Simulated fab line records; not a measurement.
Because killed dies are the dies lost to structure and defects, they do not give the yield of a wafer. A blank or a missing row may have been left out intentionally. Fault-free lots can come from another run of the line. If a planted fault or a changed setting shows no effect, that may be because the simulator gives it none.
fab line records	flow berkeley-cmos170
record: lots: 5	wafers: 23
route steps=331 shown CONTACT@228 M1@238 V1@264 V2@299 M3@319
start-h: start of the lot's first displayed wafer, in hours after the record's first day	wait-h: hours from the lot's prior step to this one	" identical to the entry in the row above	L1.1+2: a row that stands for several wafers	- no value, or no start was given	* or withheld: withheld	< > ~ a bound
route shown NAME@n: a module of which the file shows steps, and the number in the route of the first	usual: mean and standard deviation over wafers with no fault	same: alike in all rows	chamber/n: place in a boat	sites: each site's reading	_std_site: the standard deviation of these	_edge_site: inner sites' mean taken away from outer sites' mean	radius-mm: for every site, how far away it sits from the centre of the wafer	mask NAME#n: copy n	behind: tool/chamber where the wafer was last shaped	hold: what put the lot on hold/how long, in hours/how the hold closed	device: transistor that didn't switch, given as n, p or np	end of line: the tests these same wafers got at the end of their route	a step without rows: its recipe alone	killed: count of dies lost to structure and defects at first sort (not the wafer's yield)	map: dies across one wafer; x = killed, . = not, _ = none there
set.NAME: the setting that was run; set.NAME@STEP: the one run at that earlier step	model.NAME: the simulator's own value behind a step, which no gauge read
lots run with intentionally changed settings; tables by step, rows by wafer
== steps ==
step: UCB170_CONTACT_EXPOSE_12
recipe: mask-id: CONT	target-cd-nm: 700	na: 0.5	sigma-outer: 0.6	source-shape: conventional	dose-mj: 35
lot.wafer	tool	chamber	start-h	wait-h	mask	set.dose-mj
L078.3+4+5	krf-scanner-02	0	166.46	-	CONT#0	35
L079.1+3+4	krf-scanner-01	0	176.58	-	CONT#0	35
L079.2+6	"	0	"	"	CONT#0	35.73
L080.1+3+6	krf-scanner-01	0	177.12	-	CONT#0	32.8
L080.2+4	"	0	"	"	CONT#0	35
L085.1+2+5	krf-scanner-01	0	197.38	-	CONT#0	35
L085.3+6	"	0	"	"	CONT#0	32.42
L082.1+2+3+4+6	krf-scanner-02	0	197.95	-	CONT#0	35
step: UCB170_CONTACT_PEB_13
recipe: peb-temp-c: 130	peb-time-s: withheld	resist: KrF
step: UCB170_CONTACT_DEVELOP_14
recipe: developer: TMAH	develop-time-s: 45	resist: KrF	dev-temp-c: 21
step: UCB170_CONTACT_CD_MEAS_15
recipe: target-cd-nm: 700
usual: cd-nm: 699.6/1.4
lot.wafer	tool	chamber	start-h	wait-h	set.dose-mj@CONTACT_EXPOSE_12	cd-nm
L078.3	cd-sem-01	-	167.13	-	35	698.2
L078.4	"	-	"	"	35	698.6
L078.5	"	-	"	"	35	699.4
L079.1	cd-sem-01	-	176.97	-	35	696.4
L079.2	"	-	"	"	35.73	700.8
L079.3	"	-	"	"	35	698.0
L079.4	"	-	"	"	35	698.3
L079.6	"	-	"	"	35.73	701.3
L080.1	cd-sem-01	-	177.70	-	32.8	687.9
L080.2	"	-	"	"	35	699.1
L080.3	"	-	"	"	32.8	687.9
L080.4	"	-	"	"	35	699.6
L080.6	"	-	"	"	32.8	687.8
L085.1	cd-sem-01	-	197.80	-	35	702.2
L085.2	"	-	"	"	35	700.9
L085.3	"	-	"	"	32.42	688.5
L085.5	"	-	"	"	35	701.3
L085.6	"	-	"	"	32.42	687.8
L082.1	cd-sem-01	-	198.35	-	35	698.6
L082.2	"	-	"	"	35	698.8
L082.3	"	-	"	"	35	700.0
L082.4	"	-	"	"	35	699.7
L082.6	"	-	"	"	35	698.4
step: UCB170_CONTACT_ETCH_17
recipe: chemistry: N2/H2	target-depth-a: withheld	overetch-a: withheld	target: BARC	time-s: withheld	source-w: 500	bias-w: 100	pressure-mtorr: 30	n2-flow-sccm: 100	h2-flow-sccm: 200
lot.wafer	tool	chamber	start-h	wait-h	set.dose-mj@CONTACT_EXPOSE_12	model.CONTACT.cd-nm
L078.3	rie-diel-03	1	167.25	0.0	35	699.5
L078.4	"	3	"	"	35	-
L078.5	"	2	"	"	35	698.8
L079.1	rie-diel-04	1	177.12	0.0	35	695.9
L079.2	"	3	"	"	35.73	699.6
L079.3	"	2	"	"	35	696.2
L079.4	"	0	"	"	35	697.9
L079.6	"	0	"	"	35.73	700.8
L080.1	rie-diel-02	2	177.86	0.0	32.8	688.5
L080.2	"	1	"	"	35	699.3
L080.3	"	0	"	"	32.8	688.6
L080.4	"	3	"	"	35	700.5
L080.6	"	3	"	"	32.8	688.9
L085.1	rie-diel-03	0	197.96	0.0	35	701.2
L085.2	"	2	"	"	35	700
L085.3	"	1	"	"	32.42	690.2
L085.5	"	1	"	"	35	703.2
L085.6	"	2	"	"	32.42	686.9
L082.1	rie-diel-04	1	198.51	0.0	35	697.7
L082.2	"	3	"	"	35	698.4
L082.3	"	0	"	"	35	699.3
L082.4	"	2	"	"	35	698.6
L082.6	"	3	"	"	35	697.5
step: UCB170_CONTACT_ETCH_18
recipe: chemistry: CHF3/CF4/Ar	target: PSG	stop-on: TiSi2	CHF3_flow_sccm: 45	cf4-flow-sccm: 15	Ar_flow_sccm: 150	pressure-mtorr: 200	rf-w: 700	target-depth-a: 8400	over-etch-frac: 0.2	time-s: 195
step: UCB170_CONTACT_STRIP_19
recipe: chemistry: O2	power-w: 400	pressure-mtorr: 3500	platen-temp-c: withheld	o2-flow-sccm: 400	overash-fraction: 0.5
step: UCB170_CONTACT_CD_MEAS_90
recipe: target-cd-nm: 700
usual: cd-nm: 699.2/1.7
lot.wafer	tool	chamber	start-h	wait-h	set.dose-mj@CONTACT_EXPOSE_12	cd-nm
L078.3	cd-sem-01	-	167.56	0.1	35	699.3
L078.4	"	-	"	"	35	697.3
L078.5	"	-	"	"	35	698.9
L079.1	cd-sem-01	-	177.39	0.1	35	695.1
L079.2	"	-	"	"	35.73	700.0
L079.3	"	-	"	"	35	695.6
L079.4	"	-	"	"	35	697.3
L079.6	"	-	"	"	35.73	700.7
L080.1	cd-sem-01	-	178.12	0.1	32.8	688.2
L080.2	"	-	"	"	35	700.1
L080.3	"	-	"	"	32.8	689.1
L080.4	"	-	"	"	35	701.1
L080.6	"	-	"	"	32.8	689.0
L085.1	cd-sem-02	-	198.23	0.1	35	700.5
L085.2	"	-	"	"	35	700.7
L085.3	"	-	"	"	32.42	689.8
L085.5	"	-	"	"	35	703.1
L085.6	"	-	"	"	32.42	687.9
L082.1	cd-sem-02	-	198.77	0.1	35	698.1
L082.2	"	-	"	"	35	697.8
L082.3	"	-	"	"	35	699.7
L082.4	"	-	"	"	35	698.5
L082.6	"	-	"	"	35	697.4
step: UCB170_M1_SPUTTER_00
recipe: material: Al	target-thk-nm: 600	time-s: 80	power-w: 6000	chamber-pressure-pa: 0.5
lot.wafer	tool	chamber	start-h	wait-h	set.time-s	model.Al_of_M1_SPUTTER_00.thk-nm
L078.3	pvd-sputter-01	-	167.81	0.0	80	606.6
L078.4	"	-	"	"	80	611.5
L078.5	"	-	"	"	80	612.8
L079.1	pvd-sputter-03	-	177.69	0.0	80	599.3
L079.2	"	-	"	"	80	593
L079.3	"	-	"	"	80	594.8
L079.4	"	-	"	"	80	599
L079.6	"	-	"	"	80	607.3
L080.1	pvd-sputter-01	-	178.42	0.0	69.03	514.6
L080.2	"	-	"	"	69.03	528
L080.3	"	-	"	"	80	601.8
L080.4	"	-	"	"	69.03	520.5
L080.6	"	-	"	"	80	597.5
L085.1	pvd-sputter-04	-	198.52	0.0	68.24	501.6
L085.2	"	-	"	"	80	597.4
L085.3	"	-	"	"	80	599.4
L085.5	"	-	"	"	80	611.3
L085.6	"	-	"	"	68.24	506.5
L082.1	pvd-sputter-03	-	199.07	0.0	73.59	544.1
L082.2	"	-	"	"	80	598
L082.3	"	-	"	"	73.59	542.4
L082.4	"	-	"	"	80	586.8
L082.6	"	-	"	"	73.59	544.4
step: UCB170_M1_RS_MEAS_01
recipe: thk-meas-gauge: four-point-probe	reads: Al_of_M1_SPUTTER_00
usual: M1_AL_RS: 0.0484/0.00071
lot.wafer	tool	chamber	start-h	wait-h	set.time-s@M1_SPUTTER_00	M1_AL_RS[ohm/sq]
L078.3	film-metro-03	-	167.91	0.1	80	0.0479
L078.4	"	-	"	"	80	0.0476
L078.5	"	-	"	"	80	0.0475
L079.1	film-metro-03	-	177.75	0.0	80	0.0486
L079.2	"	-	"	"	80	0.0491
L079.3	"	-	"	"	80	0.0490
L079.4	"	-	"	"	80	0.0486
L079.6	"	-	"	"	80	0.0480
L080.1	film-metro-03	-	178.48	0.0	69.03	0.0569
L080.2	"	-	"	"	69.03	0.0555
L080.3	"	-	"	"	80	0.0484
L080.4	"	-	"	"	69.03	0.0562
L080.6	"	-	"	"	80	0.0488
L085.1	film-metro-03	-	198.58	0.0	68.24	0.0583
L085.2	"	-	"	"	80	0.0488
L085.3	"	-	"	"	80	0.0486
L085.5	"	-	"	"	80	0.0476
L085.6	"	-	"	"	68.24	0.0577
L082.1	film-metro-03	-	199.13	0.0	73.59	0.0537
L082.2	"	-	"	"	80	0.0487
L082.3	"	-	"	"	73.59	0.0538
L082.4	"	-	"	"	80	0.0497
L082.6	"	-	"	"	73.59	0.0536
step: UCB170_M1_THK_MEAS_02
recipe: thk-meas-gauge: xrf	reads: Al_of_M1_SPUTTER_00
usual: M1_AL_THK: 597/9.7
lot.wafer	tool	chamber	start-h	wait-h	set.time-s@M1_SPUTTER_00	M1_AL_THK[nm]
L078.3	film-metro-03	-	168.01	0.1	80	600
L078.4	"	-	"	"	80	605
L078.5	"	-	"	"	80	605
L079.1	film-metro-03	-	177.87	0.1	80	595
L079.2	"	-	"	"	80	589
L079.3	"	-	"	"	80	589
L079.4	"	-	"	"	80	591
L079.6	"	-	"	"	80	604
L080.1	film-metro-03	-	178.60	0.1	69.03	509
L080.2	"	-	"	"	69.03	524
L080.3	"	-	"	"	80	598
L080.4	"	-	"	"	69.03	517
L080.6	"	-	"	"	80	590
L085.1	film-metro-03	-	198.70	0.1	68.24	493
L085.2	"	-	"	"	80	588
L085.3	"	-	"	"	80	590
L085.5	"	-	"	"	80	605
L085.6	"	-	"	"	68.24	500
L082.1	film-metro-03	-	199.25	0.1	73.59	538
L082.2	"	-	"	"	80	589
L082.3	"	-	"	"	73.59	537
L082.4	"	-	"	"	80	580
L082.6	"	-	"	"	73.59	537
step: UCB170_M1_COAT_04
recipe: resist: KrF	spin-rpm: 1500	resist-thk-nm: 900
lot.wafer	tool	chamber	start-h	wait-h	set.resist-thk-nm	model.KrF_of_M1_COAT_04.thk-nm
L078.3	litho-track-04	0	-	-	900	902.8
L078.4	"	0	"	"	900	902.5
L078.5	"	0	"	"	900	904.5
L079.1	litho-track-04	0	-	-	923.4	919.5
L079.2	"	0	"	"	900	897.1
L079.3	"	0	"	"	923.4	920.6
L079.4	"	0	"	"	900	894.6
L079.6	"	0	"	"	923.4	923.2
L080.1+2	litho-track-01	0	-	-	900	-
L080.3	"	0	"	"	922.8	924.5
L080.4	"	0	"	"	922.8	-
L080.6	"	0	"	"	922.8	925.7
L085.1	litho-track-04	0	-	-	873.2	-
L085.2	"	0	"	"	873.2	873.1
L085.3	"	0	"	"	873.2	871.9
L085.5	"	0	"	"	900	900.5
L085.6	"	0	"	"	900	-
L082.1+3	litho-track-04	0	-	-	924.8	-
L082.2	"	0	"	"	900	902.2
L082.4	"	0	"	"	924.8	923.6
L082.6	"	0	"	"	900	-
step: UCB170_M1_SOFTBAKE_05
recipe: resist: KrF	temp-c: 130	time-s: 60
step: UCB170_M1_EXPOSE_06
recipe: mask-id: METAL1	target-cd-nm: 700	na: 0.5	sigma-outer: 0.6	source-shape: conventional	dose-mj: 21
step: UCB170_M1_ETCH_11
recipe: chemistry: N2/H2	target-depth-a: withheld	overetch-a: withheld	target: BARC	time-s: withheld	source-w: 500	bias-w: 102.7	pressure-mtorr: 30	n2-flow-sccm: 100	h2-flow-sccm: 200
step: UCB170_M1_METAL_ETCH_12
recipe: chemistry: Cl2/BCl3	target: Al	stop-on: PSG	pressure-mtorr: 12	target-depth-a: 7800	over-etch-frac: 0.3	time-s: 130	icp-w: 600	bias-w: 120	Cl2_flow_sccm: 90	bcl3-flow-sccm: 45
usual: oes-product-au: 0.865/0.014
lot.wafer	tool	chamber	start-h	wait-h	set.time-s@M1_SPUTTER_00	set.resist-thk-nm@M1_COAT_04	oes-product-au	model.KrF_of_M1_COAT_04.thk-nm
L078.3	rie-metal-04	1	169.38	-	80	900	0.868	447.2
L078.4	"	0	"	"	80	900	0.868	454.7
L078.5	"	1	"	"	80	900	0.870	449.9
L079.1	rie-metal-03	1	179.35	-	80	923.4	0.872	456.6
L079.2	"	1	"	"	80	900	0.865	432.1
L079.3	"	1	"	"	80	923.4	0.867	457
L079.4	"	1	"	"	80	900	0.875	429.3
L079.6	"	1	"	"	80	923.4	0.882	457.9
L080.1	rie-metal-04	1	180.02	-	69.03	900	0.803	-
L080.2	"	0	"	"	69.03	900	0.800	-
L080.3	"	0	"	"	80	922.8	0.862	479.4
L080.4	"	1	"	"	69.03	922.8	0.799	-
L080.6	"	1	"	"	80	922.8	0.864	468.1
L085.1	rie-metal-03	1	200.90	-	68.24	873.2	0.785	-
L085.2	"	0	"	"	80	873.2	0.849	409.9
L085.3	"	1	"	"	80	873.2	0.869	399.3
L085.5	"	1	"	"	80	900	0.894	428.9
L085.6	"	0	"	"	68.24	900	0.773	-
L082.1	rie-metal-03	1	201.54	-	73.59	924.8	0.834	-
L082.2	"	0	"	"	80	900	0.849	438.8
L082.3	"	1	"	"	73.59	924.8	0.824	-
L082.4	"	0	"	"	80	924.8	0.837	459.6
L082.6	"	0	"	"	73.59	900	0.805	-
step: UCB170_V1_PEB_10
recipe: peb-temp-c: 130	peb-time-s: withheld	resist: KrF
lot.wafer	tool	chamber	start-h	wait-h	set.peb-temp-c
L078.3+4+5	litho-track-03	0	178.77	0.3	130
L079.1+2+3+4+6	litho-track-03	0	189.27	1.0	130
L080.1+2+3	litho-track-01	0	189.67	0.9	130
L080.4+6	"	0	"	"	128.5
L082.1+3	litho-track-03	0	207.65	0.9	130
L082.2+4+6	"	0	"	"	133.6
L085.1+5+6	litho-track-02	0	207.78	0.9	132.7
L085.2+3	"	0	"	"	130
step: UCB170_V1_DEVELOP_11
recipe: developer: TMAH	develop-time-s: 45	resist: KrF	dev-temp-c: 21
step: UCB170_V1_CD_MEAS_12
recipe: target-cd-nm: 700
usual: cd-nm: 700.0/2
lot.wafer	tool	chamber	start-h	wait-h	set.peb-temp-c@V1_PEB_10	cd-nm
L078.3	cd-sem-01	-	179.03	-	130	702.5
L078.4	"	-	"	"	130	701.8
L078.5	"	-	"	"	130	701.2
L079.1	cd-sem-02	-	189.55	-	130	699.0
L079.2	"	-	"	"	130	700.7
L079.3	"	-	"	"	130	700.3
L079.4	"	-	"	"	130	700.6
L079.6	"	-	"	"	130	701.1
L080.1	cd-sem-02	-	189.95	-	130	701.1
L080.2	"	-	"	"	130	702.8
L080.3	"	-	"	"	130	700.7
L080.4	"	-	"	"	128.5	690.9
L080.6	"	-	"	"	128.5	691.4
L082.1	cd-sem-01	-	207.92	-	130	699.3
L082.2	"	-	"	"	133.6	719.2
L082.3	"	-	"	"	130	699.1
L082.4	"	-	"	"	133.6	721.3
L082.6	"	-	"	"	133.6	719.8
L085.1	cd-sem-02	-	208.06	-	132.7	713.2
L085.2	"	-	"	"	130	696.5
L085.3	"	-	"	"	130	695.9
L085.5	"	-	"	"	132.7	712.1
L085.6	"	-	"	"	132.7	713.0
step: UCB170_V1_ETCH_14
recipe: chemistry: CHF3/CF4/Ar	target: SiO2	stop-on: Al	CHF3_flow_sccm: 45	cf4-flow-sccm: 15	Ar_flow_sccm: 150	pressure-mtorr: 200	rf-w: 700	target-depth-a: 12500	over-etch-frac: 0.25	time-s: 291
lot.wafer	tool	chamber	start-h	wait-h	set.peb-temp-c@V1_PEB_10	model.V1.cd-nm
L078.3	rie-diel-02	1	179.15	0.0	130	700.1
L078.4	"	0	"	"	130	702.4
L078.5	"	2	"	"	130	700.9
L079.1	rie-diel-03	2	189.73	0.0	130	699.7
L079.2+4	"	1,0	"	"	130	700.7
L079.3	"	3	"	"	130	699.1
L079.6	"	3	"	"	130	700.6
L080.1	rie-diel-03	2	190.10	0.0	130	701.6
L080.2	"	1	"	"	130	703.1
L080.3	"	0	"	"	130	701
L080.4	"	3	"	"	128.5	690.5
L080.6	"	1	"	"	128.5	691.5
L082.1	rie-diel-01	1	208.08	0.0	130	700.4
L082.2	"	0	"	"	133.6	718.3
L082.3	"	1	"	"	130	700.3
L082.4	"	0	"	"	133.6	720.9
L082.6	"	0	"	"	133.6	719.5
L085.1	rie-diel-03	3	208.21	0.0	132.7	712.5
L085.2	"	0	"	"	130	695.4
L085.3	"	2	"	"	130	695.7
L085.5	"	2	"	"	132.7	711.6
L085.6	"	1	"	"	132.7	712.3
step: UCB170_V1_STRIP_15
recipe: chemistry: O2	power-w: 400	pressure-mtorr: 3500	platen-temp-c: withheld	o2-flow-sccm: 400	overash-fraction: 0.5
step: UCB170_V1_CD_MEAS_90
recipe: target-cd-nm: 700
usual: cd-nm: 699.8/2.2
lot.wafer	tool	chamber	start-h	wait-h	set.peb-temp-c@V1_PEB_10	cd-nm
L078.3	cd-sem-01	-	179.47	0.1	130	700.0
L078.4	"	-	"	"	130	702.5
L078.5	"	-	"	"	130	700.9
L079.1	cd-sem-01	-	190.01	0.1	130	699.4
L079.2	"	-	"	"	130	700.6
L079.3	"	-	"	"	130	699.3
L079.4	"	-	"	"	130	700.9
L079.6	"	-	"	"	130	700.6
L080.1	cd-sem-01	-	190.38	0.1	130	701.6
L080.2	"	-	"	"	130	703.2
L080.3	"	-	"	"	130	701.4
L080.4	"	-	"	"	128.5	690.8
L080.6	"	-	"	"	128.5	691.7
L082.1	cd-sem-01	-	208.45	0.1	130	700.5
L082.2	"	-	"	"	133.6	718.4
L082.3	"	-	"	"	130	700.5
L082.4	"	-	"	"	133.6	721.3
L082.6	"	-	"	"	133.6	719.6
L085.1	cd-sem-02	-	208.49	0.1	132.7	713.0
L085.2	"	-	"	"	130	695.2
L085.3	"	-	"	"	130	695.7
L085.5	"	-	"	"	132.7	711.7
L085.6	"	-	"	"	132.7	712.2
step: UCB170_V2_COAT_07
recipe: resist: KrF	spin-rpm: 1500	resist-thk-nm: 900
lot.wafer	tool	chamber	start-h	wait-h	set.resist-thk-nm	model.KrF_of_V2_COAT_07.thk-nm
L078.3	litho-track-03	0	183.84	0.1	900	905
L078.4	"	0	"	"	900	904.4
L078.5	"	0	"	"	900	907.1
L079.1	litho-track-02	0	195.43	0.1	900	899.3
L079.2	"	0	"	"	921.4	919.4
L079.3	"	0	"	"	921.4	920.8
L079.4	"	0	"	"	921.4	921.1
L079.6	"	0	"	"	900	899
L080.1	litho-track-03	0	195.43	0.1	917.5	917.2
L080.2	"	0	"	"	900	900.3
L080.3	"	0	"	"	900	899.4
L080.4	"	0	"	"	917.5	915.5
L080.6	"	0	"	"	917.5	919.9
L082.1	litho-track-04	0	212.41	0.1	900	902.4
L082.2	"	0	"	"	900	902.7
L082.3	"	0	"	"	871.7	872.1
L082.4	"	0	"	"	871.7	872.6
L082.6	"	0	"	"	871.7	871.5
L085.1	litho-track-02	0	213.11	0.1	882.9	883.2
L085.2	"	0	"	"	900	903.1
L085.3	"	0	"	"	900	901.9
L085.5	"	0	"	"	882.9	883.1
L085.6	"	0	"	"	900	901.7
step: UCB170_M3_COAT_10
recipe: resist: KrF	spin-rpm: 1500	resist-thk-nm: 900
lot.wafer	tool	chamber	start-h	wait-h	set.spin-rpm	model.KrF_of_M3_COAT_10.thk-nm
L078.3	litho-track-04	0	-	-	1500	905.5
L078.4	"	0	"	"	1500	904.8
L078.5	"	0	"	"	1500	906.2
L079.1	litho-track-02	0	-	-	1500	897.5
L079.2	"	0	"	"	1427	919
L079.3	"	0	"	"	1427	923.4
L079.4	"	0	"	"	1500	900.3
L079.6	"	0	"	"	1427	924.3
L080.1	litho-track-01	0	-	-	1500	902.3
L080.2	"	0	"	"	1415	929.7
L080.3	"	0	"	"	1415	929.1
L080.4	"	0	"	"	1500	901.3
L080.6	"	0	"	"	1415	927.5
L082.1	litho-track-04	0	-	-	1500	897.4
L082.2	"	0	"	"	1562	881.7
L082.3	"	0	"	"	1500	899.7
L082.4	"	0	"	"	1500	901
L082.6	"	0	"	"	1562	883.7
L085.1	litho-track-01	0	-	-	1604	873
L085.2	"	0	"	"	1500	904.8
L085.3	"	0	"	"	1604	872.6
L085.5	"	0	"	"	1500	903.8
L085.6	"	0	"	"	1604	869.7
step: UCB170_M3_DEVELOP_14
recipe: developer: TMAH	develop-time-s: 45	resist: KrF	dev-temp-c: 21
lot.wafer	tool	chamber	start-h	wait-h	set.develop-time-s	set.spin-rpm@M3_COAT_10	model.KrF_of_M3_COAT_10.thk-nm
L078.3	litho-track-02	0	-	-	45	1500	891.3
L078.4	"	0	"	"	45	1500	890.6
L078.5	"	0	"	"	45	1500	892
L079.1	litho-track-01	0	-	-	45	1500	883.3
L079.2	"	0	"	"	45	1427	904.8
L079.3	"	0	"	"	38.62	1427	909.5
L079.4	"	0	"	"	45	1500	886.1
L079.6	"	0	"	"	38.62	1427	910.4
L080.1	litho-track-04	0	-	-	38.26	1500	888.4
L080.2	"	0	"	"	45	1415	915.5
L080.3	"	0	"	"	38.26	1415	915.2
L080.4	"	0	"	"	45	1500	887.1
L080.6	"	0	"	"	45	1415	913.3
L082.1	litho-track-04	0	-	-	39.13	1500	883.5
L082.2	"	0	"	"	39.13	1562	867.8
L082.3	"	0	"	"	39.13	1500	885.8
L082.4	"	0	"	"	45	1500	886.8
L082.6	"	0	"	"	45	1562	869.5
L085.1	litho-track-04	0	-	-	45	1604	858.8
L085.2	"	0	"	"	45	1500	890.6
L085.3	"	0	"	"	45	1604	858.4
L085.5	"	0	"	"	45	1500	889.6
L085.6	"	0	"	"	45	1604	855.5
== key ==
split: step: UCB170_CONTACT_EXPOSE_12	setting: dose-mj	stated: 35	by: wafer
response: step: UCB170_CONTACT_CD_MEAS_15	reading: cd-nm	change: +1.81	per: 1%	r: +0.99
response: step: UCB170_CONTACT_ETCH_17	reading: model.CONTACT.cd-nm	change: +1.76	per: 1%	r: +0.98
response: step: UCB170_CONTACT_CD_MEAS_90	reading: cd-nm	change: +1.8	per: 1%	r: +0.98
split: step: UCB170_M1_SPUTTER_00	setting: time-s	stated: 80	by: wafer
response: step: UCB170_M1_SPUTTER_00	reading: model.Al_of_M1_SPUTTER_00.thk-nm	change: +6.23	per: 1%	r: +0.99
response: step: UCB170_M1_RS_MEAS_01	reading: M1_AL_RS	change: -0.000603	per: 1%	r: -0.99
response: step: UCB170_M1_THK_MEAS_02	reading: M1_AL_THK	change: +6.14	per: 1%	r: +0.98
response: step: UCB170_M1_METAL_ETCH_12	reading: oes-product-au	change: +0.00507	per: 1%	r: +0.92
split: step: UCB170_M1_COAT_04	setting: resist-thk-nm	stated: 900	by: wafer
response: step: UCB170_M1_COAT_04	reading: model.KrF_of_M1_COAT_04.thk-nm	change: +9.19	per: 1%	r: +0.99
response: step: UCB170_M1_METAL_ETCH_12	reading: model.KrF_of_M1_COAT_04.thk-nm	change: +8.94	per: 1%	r: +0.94
split: step: UCB170_V1_PEB_10	setting: peb-temp-c	stated: 130	by: wafer
response: step: UCB170_V1_CD_MEAS_12	reading: cd-nm	change: +7.83	per: 1%	r: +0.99
response: step: UCB170_V1_ETCH_14	reading: model.V1.cd-nm	change: +7.53	per: 1%	r: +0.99
response: step: UCB170_V1_CD_MEAS_90	reading: cd-nm	change: +7.57	per: 1%	r: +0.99
split: step: UCB170_V2_COAT_07	setting: resist-thk-nm	stated: 900	by: wafer
response: step: UCB170_V2_COAT_07	reading: model.KrF_of_V2_COAT_07.thk-nm	change: +9.47	per: 1%	r: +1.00
split: step: UCB170_M3_COAT_10	setting: spin-rpm	stated: 1500	by: wafer
response: step: UCB170_M3_COAT_10	reading: model.KrF_of_M3_COAT_10.thk-nm	change: -4.64	per: 1%	r: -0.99
response: step: UCB170_M3_DEVELOP_14	reading: model.KrF_of_M3_COAT_10.thk-nm	change: -4.65	per: 1%	r: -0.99
split: step: UCB170_M3_DEVELOP_14	setting: develop-time-s	stated: 45	by: wafer
response none clear
